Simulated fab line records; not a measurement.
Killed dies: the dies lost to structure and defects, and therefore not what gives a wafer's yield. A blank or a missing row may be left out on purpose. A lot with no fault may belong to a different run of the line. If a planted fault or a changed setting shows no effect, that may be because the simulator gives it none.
Split-lot study :: flow berkeley-cmos170 :: on a route of 331 steps: 5 lots, 23 wafers read

ABOUT THE SPLIT
At UCB170_ACTIVE_STRIP_16 (strips in O2), the setting power-w was moved away from the recipe's 400 W on 9 of the 23 wafers read, by -11.9% to +9.4%. The other wafers ran this setting at the recipe's value.

The split's own step is where the reading is taken.

THE READING
oes-product-au, in a.u., at UCB170_ACTIVE_STRIP_16 (strips in O2). A value of 0.721 a.u. with a standard deviation of 0.0041 a.u. is what fault-free wafers of this fab line usually give.

wafer: L075.1
tool, chamber at the split: plasma-asher-03, 1
power-w as run, W: 437.7
against the recipe: +9.4%
oes-product-au, a.u.: 0.758
against lot-mates on the recipe: +0.035

wafer: L075.2
tool, chamber at the split: plasma-asher-03, 0
power-w as run, W: 400
against the recipe: recipe
oes-product-au, a.u.: 0.723
against lot-mates on the recipe: -

wafer: L075.3
tool, chamber at the split: plasma-asher-03, 1
power-w as run, W: 437.7
against the recipe: +9.4%
oes-product-au, a.u.: 0.747
against lot-mates on the recipe: +0.024

wafer: L075.5
tool, chamber at the split: plasma-asher-03, 1
power-w as run, W: 437.7
against the recipe: +9.4%
oes-product-au, a.u.: 0.753
against lot-mates on the recipe: +0.030

wafer: L075.6
tool, chamber at the split: plasma-asher-03, 0
power-w as run, W: 400
against the recipe: recipe
oes-product-au, a.u.: 0.723
against lot-mates on the recipe: -

wafer: L076.1
tool, chamber at the split: plasma-asher-04, 1
power-w as run, W: 400
against the recipe: recipe
oes-product-au, a.u.: 0.718
against lot-mates on the recipe: -

wafer: L076.3
tool, chamber at the split: plasma-asher-04, 1
power-w as run, W: 400
against the recipe: recipe
oes-product-au, a.u.: 0.718
against lot-mates on the recipe: -

wafer: L076.4
tool, chamber at the split: plasma-asher-04, 0
power-w as run, W: 400
against the recipe: recipe
oes-product-au, a.u.: 0.714
against lot-mates on the recipe: -

wafer: L076.5
tool, chamber at the split: plasma-asher-04, 0
power-w as run, W: 400
against the recipe: recipe
oes-product-au, a.u.: 0.716
against lot-mates on the recipe: -

wafer: L076.6
tool, chamber at the split: plasma-asher-04, 1
power-w as run, W: 400
against the recipe: recipe
oes-product-au, a.u.: 0.727
against lot-mates on the recipe: -

wafer: L077.2
tool, chamber at the split: plasma-asher-03, 0
power-w as run, W: 400
against the recipe: recipe
oes-product-au, a.u.: 0.723
against lot-mates on the recipe: -

wafer: L077.3
tool, chamber at the split: plasma-asher-03, 1
power-w as run, W: 352.4
against the recipe: -11.9%
oes-product-au, a.u.: 0.681
against lot-mates on the recipe: -0.042

wafer: L077.4
tool, chamber at the split: plasma-asher-03, 0
power-w as run, W: 352.4
against the recipe: -11.9%
oes-product-au, a.u.: 0.675
against lot-mates on the recipe: -0.048

wafer: L077.5
tool, chamber at the split: plasma-asher-03, 1
power-w as run, W: 352.4
against the recipe: -11.9%
oes-product-au, a.u.: 0.677
against lot-mates on the recipe: -0.046

wafer: L077.6
tool, chamber at the split: plasma-asher-03, 0
power-w as run, W: 400
against the recipe: recipe
oes-product-au, a.u.: 0.723
against lot-mates on the recipe: -

wafer: L079.1
tool, chamber at the split: plasma-asher-01, 0
power-w as run, W: 400
against the recipe: recipe
oes-product-au, a.u.: 0.716
against lot-mates on the recipe: -

wafer: L079.2
tool, chamber at the split: plasma-asher-01, 1
power-w as run, W: 430.8
against the recipe: +7.7%
oes-product-au, a.u.: 0.754
against lot-mates on the recipe: +0.038

wafer: L079.3
tool, chamber at the split: plasma-asher-01, 1
power-w as run, W: 400
against the recipe: recipe
oes-product-au, a.u.: 0.716
against lot-mates on the recipe: -

wafer: L079.5
tool, chamber at the split: plasma-asher-01, 0
power-w as run, W: 430.8
against the recipe: +7.7%
oes-product-au, a.u.: 0.744
against lot-mates on the recipe: +0.028

wafer: L079.6
tool, chamber at the split: plasma-asher-01, 1
power-w as run, W: 430.8
against the recipe: +7.7%
oes-product-au, a.u.: 0.749
against lot-mates on the recipe: +0.033

wafer: L084.1
tool, chamber at the split: plasma-asher-01, 0
power-w as run, W: 400
against the recipe: recipe
oes-product-au, a.u.: 0.713
against lot-mates on the recipe: -

wafer: L084.3
tool, chamber at the split: plasma-asher-01, 0
power-w as run, W: 400
against the recipe: recipe
oes-product-au, a.u.: 0.717
against lot-mates on the recipe: -

wafer: L084.6
tool, chamber at the split: plasma-asher-01, 0
power-w as run, W: 400
against the recipe: recipe
oes-product-au, a.u.: 0.719
against lot-mates on the recipe: -

THE FIT
A straight line over all 23 wafers: oes-product-au changes by +0.00358 a.u. for each +1% of power-w; r = +0.98; the points scatter about the line by 0.0042 a.u.
The same after taking each lot's own level away (the mean of its wafers on the recipe; 23 wafers): +0.00371 a.u. for each +1%; r = +0.98; scatter 0.0043 a.u.
On that fit, the largest move of power-w shifts the reading by 0.044 a.u.
Across the lots, their own levels run from 0.7160 to 0.7230 a.u., a range of 1.7 times the standard deviation given above.
The two slopes agree, so the slope changes little with the lot-to-lot level.
Check: -0.0451 a.u. against its lot-mates is what the line predicts for one of the wafers moved furthest among these (-11.9%) when that wafer is left out of the fit. Against them it came out at -0.042 a.u.
Tool readings at the split's step, against how far the setting was moved: oes-product-au r = +0.98; strip-time-to-endpoint-s r = -0.99.

ADDITIONAL SPLITS CARRIED BY THESE WAFERS
Before the reading, these wafers also passed through other splits. Each is held against what the fit with the lots' levels taken away leaves over:
other split on the same wafers: UCB170_NWELL_COAT_07 spin-rpm
wafers away from the commonest value: 10
r with oes-product-au (lot level and that fit taken away): +0.15

other split on the same wafers: UCB170_NWELL_IMPLANT_14 energy-kev
wafers away from the commonest value: 5
r with oes-product-au (lot level and that fit taken away): -0.26

other split on the same wafers: UCB170_PWELL_CVD_05 pressure-mtorr
wafers away from the commonest value: 10
r with oes-product-au (lot level and that fit taken away): +0.24

other split on the same wafers: UCB170_PWELL_IMPLANT_15 dose-cm2
wafers away from the commonest value: 11
r with oes-product-au (lot level and that fit taken away): -0.17

other split on the same wafers: UCB170_WELLDRIVE_OXIDATION_01 ox-time-s
wafers away from the commonest value: 10
r with oes-product-au (lot level and that fit taken away): +0.26

THE WHOLE CHAIN: every reading that the file lists as answering this split, in the file's order
step: UCB170_ACTIVE_STRIP_16
what it does: strips in O2
reading: oes-product-au
change (the file's fit): +0.00367 a.u. for each +1% of the setting
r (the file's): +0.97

step: UCB170_ACTIVE_STRIP_16
what it does: strips in O2
reading: strip-time-to-endpoint-s
change (the file's fit): withheld for each +1% of the setting
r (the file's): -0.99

THE FILE'S OWN FIT
oes-product-au changes by +0.00367 a.u. for each +1% of power-w, r = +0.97.
